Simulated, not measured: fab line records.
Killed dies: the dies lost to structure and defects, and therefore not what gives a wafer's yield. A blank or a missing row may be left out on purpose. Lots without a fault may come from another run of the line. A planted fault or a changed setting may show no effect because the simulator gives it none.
Comparing a struck lot with a sound one    flow rit cmos    19 steps out of a route of 202
Sound: these wafers, L858.1, L858.3, L858.5. The struck wafers were L863.3, L863.4, L863.5. At the end, the cause is stated.
At each step with rows: each side's tool, then ch and its chambers, then its first start. Under that, the readings that differ: sound wafers    struck wafers    difference of the means    sigmas: that difference in standard deviations of wafers without a fault.
alike: a reading whose means differ by less than 2 such deviations, as well as words and numbers matching on both sides. not compared: withheld readings; readings where some wafer has no value; bounds like >300 that might hide an equal value; numbers whose values overlap and for which the record gives no deviation.
Wherever a step has rows on one side only, a row that says differs or no value, or a row with sigmas, the two part there. Numbers that don't overlap but have no deviation are shown without sigmas and don't part them. Lack of a reading on every wafer of one side parts them only where that side has two or more wafers.

RIT_GATE_STRIP_20: strips in O2, time 180 s.
  sound on plasma asher-01 ch 0,1, day 2 22:35; struck on plasma asher-01 ch 0,1, day 3 21:11
  alike: drypump motor current A
  not compared: rf hours counter h
RIT_GATE_CD_MEAS_90: target cd 150 nm.
  sound on cd sem-01 at day 2 22:46; struck on cd sem-01 at day 3 21:21
reading     sound              struck             difference  sigmas
cd nm (nm)  147.2 146.4 145.4  156.9 156.6 156.4  +10.3       +4
then, 4 steps without rows for these wafers: RIT_REOX_CLEAN_00 (cleans in SC1, time 600 s); RIT_REOX_CLEAN_01 (cleans in dHF, time 30 s); RIT_REOX_CLEAN_02 (cleans in SC2, time 600 s); RIT_REOX_OXIDATION_03 (target thk 25.2 nm, ox time 5580 s).
RIT_REOX_THK_MEAS_04:
  sound on film metro-04 at day 3 02:46; struck on film metro-01 at day 4 00:24
  alike: REOX_OXIDE_THK
then, 5 steps without rows for these wafers: RIT_NLDD_HMDS_00 (prime time 60 s); RIT_NLDD_COAT_01 (resist thk 1000 nm); RIT_NLDD_SOFTBAKE_02 (time 60 s); RIT_NLDD_EXPOSE_03 (exposes mask M7, target cd 40700 nm); RIT_NLDD_PEB_04.
RIT_NLDD_DEVELOP_05: develop time 50 s.
  sound on litho track-01 ch 0, day 3 03:00; struck on litho track-04 ch 0, day 4 01:00
  alike: resist line temp C
RIT_NLDD_OVL_MEAS_06:
  sound on overlay-01 at day 3 03:48; struck on overlay-01 at day 4 01:32
  alike: NLDD_OVL
then, 2 steps without rows for these wafers: RIT_NLDD_HARDBAKE_07 (time 60 s); RIT_NLDD_IMPLANT_08.
RIT_NLDD_STRIP_09: strips in O2, time 180 s.
  sound on plasma asher-03 ch 0,1, day 3 04:08; struck on plasma asher-04 ch 0,1, day 4 01:55
  alike: drypump motor current A
  not compared: rf hours counter h
RIT_NLDD_TW_MEAS_10:
  sound on film metro-04 at day 3 04:19; struck on film metro-04 at day 4 02:17
reading  sound           struck    difference  sigmas
NLDD_TW  2493 2481 2487  30 30 30  -2457       -82
  not compared: hold
RIT_M1_PROBE_99:
  the record has rows for the sound wafers here (prober-01, day 3 19:26) and none for the struck ones

WHERE THEY PART
Last at RIT_M1_PROBE_99 as far as this record goes, first at RIT_GATE_CD_MEAS_90.

WHY: the cause the simulator had injected
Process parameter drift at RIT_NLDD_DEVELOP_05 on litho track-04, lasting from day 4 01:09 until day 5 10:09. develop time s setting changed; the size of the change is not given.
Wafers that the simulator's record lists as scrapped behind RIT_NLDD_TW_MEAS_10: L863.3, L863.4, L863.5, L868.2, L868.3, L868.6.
